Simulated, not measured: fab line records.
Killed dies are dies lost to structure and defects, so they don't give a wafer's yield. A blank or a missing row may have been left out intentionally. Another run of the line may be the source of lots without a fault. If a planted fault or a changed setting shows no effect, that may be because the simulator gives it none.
The same fault as seen by 2 desks    flow ritCmos    only its own numbers are on each desk; what lay behind them is given at the end

## THE TOOL OWNER'S DESK: wetBench-01
The tool's own readings at RIT_FOX2_CLEAN_02 (cleans in dHF, time 176.3 s): means of the sampled wafers that have a number, for each lot that ran on this tool. If a lot's mean is further than 4 standard deviations from the usual mean, the lot is out of limits and carries the mark OUT (the distance appears in the brackets).
Columns: A = runLengthS at RIT_FOX2_CLEAN_02, usual 207.5 s
lot   first seen here  A
L126  day 2 14:46      208.3
L129  day 3 02:48      208.8
L140  day 5 07:34      207.6
Result from this desk: across the 3 lots, nothing is out of limits.

## AT THE METROLOGY DESK
Means of the sampled wafers that have a number, per lot and without regard to the tool the lot ran on: this is what the gauges read. If a lot's mean is further than 4 standard deviations from the usual mean, the lot is out of limits and carries the mark OUT (the distance appears in the brackets).
Columns: A = cdNm at RIT_ACTIVE_CD_MEAS_11, usual 1400.5 nm; B = PSD_OVL at RIT_PSD_OVL_MEAS_06, usual 0.3 nm; C = M1_AL_RS at RIT_M1_RS_MEAS_01, usual 0.0731 ohm/sq
lot   first seen here  A       B     C
L123  day 1 14:36      1401.4  -1.5  0.0728
L125  day 2 00:28      1401.4  0.3   0.0740
L126  day 2 05:47      1398.8  2.4   0.0729
L127  day 2 14:29      1398.5  1.0   0.0735
L129  day 2 21:42      1401.7  1.4   0.0731
L136  day 4 07:32      1401.8  2.7   0.0729
L137  day 4 12:49      1401.1  -0.6  0.0723
L140  day 5 03:35      1400.4  -0.9  0.0731
L141  day 5 08:34      1401.3  0.3   0.0735
L142  day 5 13:34      1402.2  2.1   0.0721
L143  day 5 18:28      1399.4  0.8   0.0723
L144  day 5 23:38      1398.5  2.9   0.0740
L145  day 6 04:34      1403.9  0.5   0.0727
L146  day 6 09:26      1399.3  -1.5  0.0729
Result from this desk: across the 14 lots, nothing is out of limits.

## TAKEN TOGETHER
The desk of the tool owner found nothing out of limits.
From the metrology desk's view, nothing was out of limits.

## WHAT WAS PUT IN BY THE SIMULATOR
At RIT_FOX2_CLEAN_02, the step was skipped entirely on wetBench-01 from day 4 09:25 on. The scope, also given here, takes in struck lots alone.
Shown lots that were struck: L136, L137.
